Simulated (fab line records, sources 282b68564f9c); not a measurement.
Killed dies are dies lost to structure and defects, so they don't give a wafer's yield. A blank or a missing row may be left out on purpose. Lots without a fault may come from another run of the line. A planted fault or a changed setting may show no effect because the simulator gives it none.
Problem report in the 8D (eight disciplines) form, filled by code | flow rit_cmos | the parts of the form that need people (team, actions taken, sign-off) are left out

1. THE PROBLEM
beam_energy_keV at RIT_NRETRO_IMPLANT_08 reads a mean of 75.275 on 6 wafers of 2 lots; wafers without a fault read 70.005 with a standard deviation of 0.024. That is +99 or more standard deviations from the usual mean.
First seen on wafer L509.2, day 4 17:30, on implanter-02. The record holds 18 wafers of 6 lots with a number at this step. Rule for "out", or "out of limits": more than 4 standard deviations from the usual mean. The other wafers with a number count as sound.

2. WHAT IT IS AND WHAT IT IS NOT
question                    | is                     | is not
which readings at this step | beam_energy_keV        | -
which lots                  | L509, L510             | L498, L508, L515, L517
which wafers of those lots  | all that have a number | -
read on which tools         | implanter-02           | implanter-03, implanter-04
when                        | from day 4 17:30       | up to then (6 sound wafers); but 6 sound wafers of L515, L517 came after

3. SUSPECTS, AND WHAT RULES EACH OUT
Counting: a tool at a process step up to the reading stays a suspect if it ran every lot that is out and no sound lot after the first of them.
- implanter-02 at RIT_NRETRO_IMPLANT_08: kept. It ran every lot that is out, first L509 (day 4 17:30), and no sound lot after that; its last sound lot up to then is L508 (day 4 12:10). Its own readings are out on those wafers: beam_energy_keV.
Left after counting: implanter-02 at RIT_NRETRO_IMPLANT_08.

4. THE CAUSE (what the simulator had put in)
Process parameter drift: implanter-02, from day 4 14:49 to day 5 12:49, at RIT_NRETRO_IMPLANT_08. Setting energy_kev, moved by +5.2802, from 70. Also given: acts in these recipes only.
Counting left only this tool.

5. THE CHAIN OF EFFECTS, in route order
Each row: a reading whose mean over the struck wafers that have a number lies more than 3 standard deviations from the usual. Only readings for which the record gives a usual standard deviation are gone through. hours: the time from each lot's start at the first step in this table that gives one to its start at this step, as a median over the lots. sigmas: the change in usual standard deviations.
hours | step                  | reading         | usual  | on struck wafers | change | sigmas
0     | RIT_NRETRO_IMPLANT_08 | beam_energy_keV | 70.005 | 75.275           | +5.270 | +99 or more
The process steps in it:
- RIT_NRETRO_IMPLANT_08

6. WHAT WOULD HAVE CAUGHT IT SOONER
In this record the first reading out of limits was taken at day 4 17:30, 3 hours after the fault began at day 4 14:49.
